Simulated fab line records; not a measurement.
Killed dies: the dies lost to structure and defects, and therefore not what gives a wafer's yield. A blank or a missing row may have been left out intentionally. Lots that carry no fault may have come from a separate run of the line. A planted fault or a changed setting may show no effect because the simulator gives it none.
Comparing a struck lot with a sound one | flow rit_cmos | 18 out of 202 route steps
Sound: these wafers, L877.1, L877.4, L877.5. Wafers L867.1, L867.5, L867.6 were the ones struck. Last of all comes the cause.
Order at every step that has rows: each side's tool, ch and its chambers, its first start. Under that, the readings that differ: sound wafers | struck wafers | difference of the means | sigmas: that difference in standard deviations of wafers without a fault.
alike: readings with means less than 2 such deviations apart, plus words and numbers identical on both sides. not compared: withheld readings, readings lacking a value on some wafer, bounds such as >300 that could conceal the same value, and numbers that have no deviation in the record and whose values overlap.
A row with sigmas, a row that says differs or no value, or rows on one side alone: a step with any of these is where the two part. Non-overlapping numbers with no deviation appear without sigmas and do not part them. A reading missing from all wafers of one side parts the sides only when that side holds two or more wafers.

first, 4 steps without rows for these wafers: RIT_NWELL_SOFTBAKE_02 (time 60 s); RIT_NWELL_EXPOSE_03 (exposes mask M2, target cd 43900 nm); RIT_NWELL_PEB_04; RIT_NWELL_DEVELOP_05 (develop time 68 s).
RIT_NWELL_OVL_MEAS_06:
  sound: overlay-01 at day 5 17:51; struck: overlay-02 at day 3 14:14
  alike: NWELL_OVL
then, 2 steps without rows for these wafers: RIT_NWELL_HARDBAKE_07 (time 120 s); RIT_NWELL_IMPLANT_08.
RIT_NWELL_STRIP_09: strips in O2, time 180 s.
  sound on plasma_asher-01 ch 0,1, day 5 18:17; struck on plasma_asher-03 ch 0,1, day 3 14:40
  alike: drypump_motor_current_A
  not compared: rf_hours_counter_h
RIT_NWELL_TW_MEAS_10:
  sound: film_metro-02 at day 5 18:28; struck: film_metro-04 at day 3 14:50
  alike: NWELL_TW
then, 2 steps without rows for these wafers: RIT_PWELL_HMDS_00 (prime time 60 s); RIT_PWELL_COAT_01 (resist thk 1300 nm).
RIT_PWELL_SOFTBAKE_02: time 62.36 s.
  sound on litho_track-02 ch 0, day 5 18:49; struck on litho_track-03 ch 0, day 3 15:12
  alike: exhaust_pa, plate_sensor_t_centre_C, plate_sensor_t_edge_C
RIT_PWELL_EXPOSE_03: exposes mask M3, target cd 43700 nm.
  sound on iline_stepper-02 ch 0, day 5 19:06; struck on iline_stepper-01 ch 0, day 3 15:22
  reading                       | sound                      | struck         | difference | sigmas
  model.PWELL.overlay_x_nm (nm) | -0.09517 -0.09517 -0.09517 | 5497 5497 5497 | +5497      |
  alike: mask
then, 2 steps without rows for these wafers: RIT_PWELL_PEB_04; RIT_PWELL_DEVELOP_05 (develop time 68 s).
RIT_PWELL_OVL_MEAS_06:
  sound: overlay-01 at day 5 19:32; struck: overlay-01 at day 3 15:52
  reading        | sound          | struck | difference                    | sigmas
  PWELL_OVL (nm) | -0.7 -0.8 -0.4 | - - -  | no value on the struck wafers |
then, 1 step without rows for these wafers: RIT_PWELL_HARDBAKE_07 (time 120 s).
RIT_M1_PROBE_99:
  sound: prober-02 at day 7 08:46; struck: prober-01 at day 5 07:02
  reading                                 | sound             | struck            | difference | sigmas
  killed_at_front_end                     | 10 8 9            | 264 264 264       | +255       | +99 or more
  killed_dies                             | 10 8 9            | 264 264 264       | +255       | +99 or more
  killed_on_rim                           | 2 4 2             | 70 70 70          | +67        | +48
  model.etest.nmos_0p3.r_on_ohm_um        | 2204 2161 2150    | 1515 1494 1514    | -664       |
  model.etest.nmos_turned.drive_ua_um     | 326.8 330.2 332.4 | 624.8 643.5 628.2 | +302.4     |
  model.etest.nmos_narrow.drive_ua_um     | 232.4 233 234     | 410.2 420.8 416.4 | +182.7     |
  model.etest.nmos_0p3.drive_ua_um        | 228.4 231.9 233.6 | 391.1 407.3 404.4 | +169.6     |
  model.etest.well_edge_right.line_ohm_um | 184.2 182.4 184.4 | 141.7 141.7 141.1 | -42.2      |
  model.etest.pmos_0p3.over_limit         | 0 0 0             | 1 1 1             | +1         |
  model.etest.retro_edge_pmos.over_limit  | 0 0 0             | 1 1 1             | +1         |
  model.etest.pmos_0p3.short              | 0 0 0             | 1 1 1             | +1         |
  alike: killed_open, killed_short

## WHERE THEY PART
Earliest at RIT_PWELL_OVL_MEAS_06; latest, in this record, at RIT_M1_PROBE_99.

WHY: whatever the simulator had introduced
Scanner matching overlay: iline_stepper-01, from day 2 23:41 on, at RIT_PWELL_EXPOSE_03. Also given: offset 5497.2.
